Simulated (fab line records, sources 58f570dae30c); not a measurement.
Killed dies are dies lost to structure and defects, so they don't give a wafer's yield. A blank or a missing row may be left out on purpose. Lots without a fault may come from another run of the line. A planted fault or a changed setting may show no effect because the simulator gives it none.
Split-lot experiment | flow berkeley_cmos170 | 5 lots, 23 wafers read, on a route of 331 steps

THE SPLIT
At UCB170_NVT_IMPLANT_07, the setting energy_kev was moved away from the recipe's 50 on 9 of the 23 wafers read, by -5.7% to +2.2%. The other wafers ran this setting at the recipe's value.

The reading is taken at the split's own step.

THE READING
implant.drp_nm (the simulator's own value, which no gauge read), in nm, at UCB170_NVT_IMPLANT_07. The file gives no usual value for it.

wafer  | tool, chamber at the split | energy_kev as run | against the recipe | implant.drp_nm, nm | against lot-mates on the recipe
L074.3 | implanter-03, 0            | 50                | recipe             | 18.57              | -
L074.4 | implanter-03, 0            | 50                | recipe             | 18.57              | -
L074.5 | implanter-03, 0            | 50                | recipe             | 18.57              | -
L075.2 | implanter-03, 0            | 50                | recipe             | 18.57              | -
L075.4 | implanter-03, 0            | 50                | recipe             | 18.57              | -
L075.5 | implanter-03, 0            | 50                | recipe             | 18.57              | -
L075.3 | implanter-03, 0            | 47.14             | -5.7%              | 17.8               | -0.77
L075.6 | implanter-03, 0            | 47.14             | -5.7%              | 17.8               | -0.77
L076.1 | implanter-03, 0            | 51.08             | +2.2%              | 18.86              | +0.29
L076.6 | implanter-03, 0            | 51.08             | +2.2%              | 18.86              | +0.29
L076.3 | implanter-03, 0            | 50                | recipe             | 18.57              | -
L076.4 | implanter-03, 0            | 50                | recipe             | 18.57              | -
L076.5 | implanter-03, 0            | 50                | recipe             | 18.57              | -
L081.1 | implanter-02, 0            | 48.68             | -2.6%              | 18.22              | -0.35
L081.4 | implanter-02, 0            | 48.68             | -2.6%              | 18.22              | -0.35
L081.6 | implanter-02, 0            | 48.68             | -2.6%              | 18.22              | -0.35
L081.2 | implanter-02, 0            | 50                | recipe             | 18.57              | -
L081.5 | implanter-02, 0            | 50                | recipe             | 18.57              | -
L083.1 | implanter-01, 0            | 48.01             | -4.0%              | 18.04              | -0.53
L083.3 | implanter-01, 0            | 48.01             | -4.0%              | 18.04              | -0.53
L083.2 | implanter-01, 0            | 50                | recipe             | 18.57              | -
L083.5 | implanter-01, 0            | 50                | recipe             | 18.57              | -
L083.6 | implanter-01, 0            | 50                | recipe             | 18.57              | -

THE FIT
A straight line over all 23 wafers: implant.drp_nm changes by +0.134 nm for each +1% of energy_kev; r = +1.00; the points scatter about the line by 0.002 nm.
The same after taking each lot's own level away (the mean of its wafers on the recipe; 23 wafers): +0.134 nm for each +1%; r = +1.00; scatter 0.002 nm.
On that fit, the largest move of energy_kev shifts the reading by 0.77 nm.
The lots' own levels span 18.570 to 18.570 nm.
So the lot-to-lot level changes the slope little: the two slopes agree.
Check: with one of the wafers moved furthest among these (-5.7%) left out of the fit, the line predicts -0.764 nm for it against its lot-mates. It came out at -0.77 nm against them.

OTHER SPLITS ON THESE WAFERS
These wafers also went through other splits before the reading. Each is held against what the fit with the lots' levels taken away leaves over:
other split on the same wafers      | wafers away from the commonest value | r with implant.drp_nm (lot level and that fit taken away)
UCB170_NWELL_CVD_04 pressure_mtorr  | 15                                   | -0.25
UCB170_NWELL_PEB_10 peb_temp_c      | 7                                    | +0.49
UCB170_PWELL_IMPLANT_15 dose_cm2    | 8                                    | +0.11
UCB170_ACTIVE_COAT_08 resist_thk_nm | 9                                    | +0.02
UCB170_ACTIVE_SOFTBAKE_09 time_s    | 10                                   | +0.34

THE WHOLE CHAIN: every reading that the file lists as answering this split, in the file's order
step                  | what it does | reading                                                         | change (the file's fit)               | r (the file's)
UCB170_NVT_IMPLANT_07 |              | implant.rp_nm (the simulator's own value, which no gauge read)  | +0.365 nm for each +1% of the setting | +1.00
UCB170_NVT_IMPLANT_07 |              | implant.drp_nm (the simulator's own value, which no gauge read) | +0.134 nm for each +1% of the setting | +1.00

THE FILE'S OWN FIT
implant.drp_nm changes by +0.134 nm for each +1% of energy_kev, r = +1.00.
